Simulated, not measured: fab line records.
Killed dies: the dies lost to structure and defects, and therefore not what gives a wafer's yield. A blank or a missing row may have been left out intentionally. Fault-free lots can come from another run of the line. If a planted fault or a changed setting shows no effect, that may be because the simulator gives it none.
A lot that was struck, set against a sound lot + flow rit-cmos + 19 out of 202 route steps
Sound: the wafers L767.3, L767.4, L767.5. The struck wafers were L763.2, L763.3, L763.5. At the end, the cause is stated.
At each step with rows: each side's tool, then ch and its chambers, then its first start. Under that, the readings that differ: sound wafers + struck wafers + difference of the means + sigmas: that difference in standard deviations of wafers without a fault.
alike: words and numbers the same on both sides, and readings whose means are apart by under 2 such deviations; not compared: readings that were withheld, readings missing a value for some wafer, numbers with overlapping values and no deviation given by the record, and bounds like >300 which may hide the same value.
The two part at a step that has a row with sigmas, a row that says differs or no value, or rows on one side only. When numbers do not overlap yet have no deviation, they are printed without sigmas and do not part them. Lack of a reading on every wafer of one side parts them only where that side has two or more wafers.

first, 1 step without rows for these wafers: RIT_SILICIDE_WET_ETCH_00 (etches SiO2 in BOE, target depth 14 nm, time 15 s).
RIT_SILICIDE_SPUTTER_01: material Ti, target thk 30 nm, time 240 s.
  sound on pvd-sputter-02, day 6 16:24; struck on pvd-sputter-02, day 6 01:29
  alike: throttle-valve-pct
RIT_SILICIDE_RS_MEAS_02: measurement is done with a four-point probe.
  sound on film-metro-04, day 6 16:35; struck on film-metro-01, day 6 01:40
  alike: SILICIDE_TI_RS
RIT_SILICIDE_THK_MEAS_03: measures by xrf.
  sound on film-metro-04, day 6 16:41; struck on film-metro-01, day 6 01:46
  alike: SILICIDE_TI_THK
RIT_SILICIDE_RTA_04: time 10 s, ramp up 5 s, ramp down 5 s.
  sound on rtp-anneal-02 ch 0, day 6 16:45; struck on rtp-anneal-02 ch 0, day 6 01:50
  alike: wafer_temp_C_max
then, 1 step without rows for these wafers: RIT_SILICIDE_WET_ETCH_05 (etches Ti in SPM, time 120 s).
RIT_SILICIDE_RTA_06: time 10 s, ramp up 5 s, ramp down 10 s.
  sound on rtp-anneal-01 ch 0, day 6 16:54; struck on rtp-anneal-01 ch 0, day 6 01:56
  alike: wafer_temp_C_max
RIT_CONTACT_CVD_00: deposits SiO2 from TEOS, target thk 400 nm, time 61 s.
  sound on pecvd-01 ch 1,2, day 6 16:56; struck on pecvd-04 ch 0,1, day 6 01:59
  alike: heater-power-w
RIT_CONTACT_THK_MEAS_01:
  sound on film-metro-03, day 6 17:01; struck on film-metro-01, day 6 02:03
  alike: CONTACT_TEOS_THK
then, 3 steps without rows for these wafers: RIT_CONTACT_HMDS_02 (prime time 60 s); RIT_CONTACT_COAT_03 (resist thk 1000 nm); RIT_CONTACT_SOFTBAKE_04 (time 60 s).
RIT_CONTACT_EXPOSE_05: exposes mask M11, target cd 1000 nm.
  sound on iline-stepper-01 ch 0, day 6 17:40; struck on iline-stepper-02 ch 0, day 6 02:34
| reading                         | sound                | struck            | difference | sigmas |
|---------------------------------|----------------------|-------------------|------------|--------|
| model.CONTACT.overlay-x-nm (nm) | 0.1361 0.1361 0.1361 | 171.8 171.8 171.8 | +171.7     |        |
  alike: mask, stage-vel-mm-s
then, 2 steps without rows for these wafers: RIT_CONTACT_PEB_06; RIT_CONTACT_DEVELOP_07 (develop time 120 s).
RIT_CONTACT_CD_MEAS_08: the cd target is 1000 nm.
  sound on cd-sem-02, day 6 18:11; struck on cd-sem-01, day 6 03:15
  alike: cd-nm
RIT_CONTACT_OVL_MEAS_09:
  sound on overlay-01, day 6 18:17; struck on overlay-02, day 6 03:21
| reading          | sound         | struck            | difference | sigmas      |
|------------------|---------------|-------------------|------------|-------------|
| CONTACT_OVL (nm) | 2.9 -0.2 -0.7 | 169.4 171.8 171.2 | +170.1     | +99 or more |
then, 1 step without rows for these wafers: RIT_CONTACT_HARDBAKE_10 (time 60 s).
RIT_M1_PROBE_99:
  sound on prober-01, day 6 23:42; struck on prober-01, day 6 08:26
| reading                                    | sound             | struck           | difference | sigmas |
|--------------------------------------------|-------------------|------------------|------------|--------|
| model.etest.contact-to-gate.bv-left-v (V)  | 86.89 89.69 88.99 | 179.1 179.3 178  | +90.3      |        |
| model.etest.contact-to-gate.bv-right-v (V) | 91.78 90.03 90.86 | 4.23 4.423 4.167 | -86.62     |        |
  alike: model.etest.contact-to-gate.short

## WHERE THEY PART
RIT_CONTACT_OVL_MEAS_09 only, going by this record. Later steps at which nothing parts them and some readings are alike: RIT_M1_PROBE_99.

WHY: what the simulator had put in
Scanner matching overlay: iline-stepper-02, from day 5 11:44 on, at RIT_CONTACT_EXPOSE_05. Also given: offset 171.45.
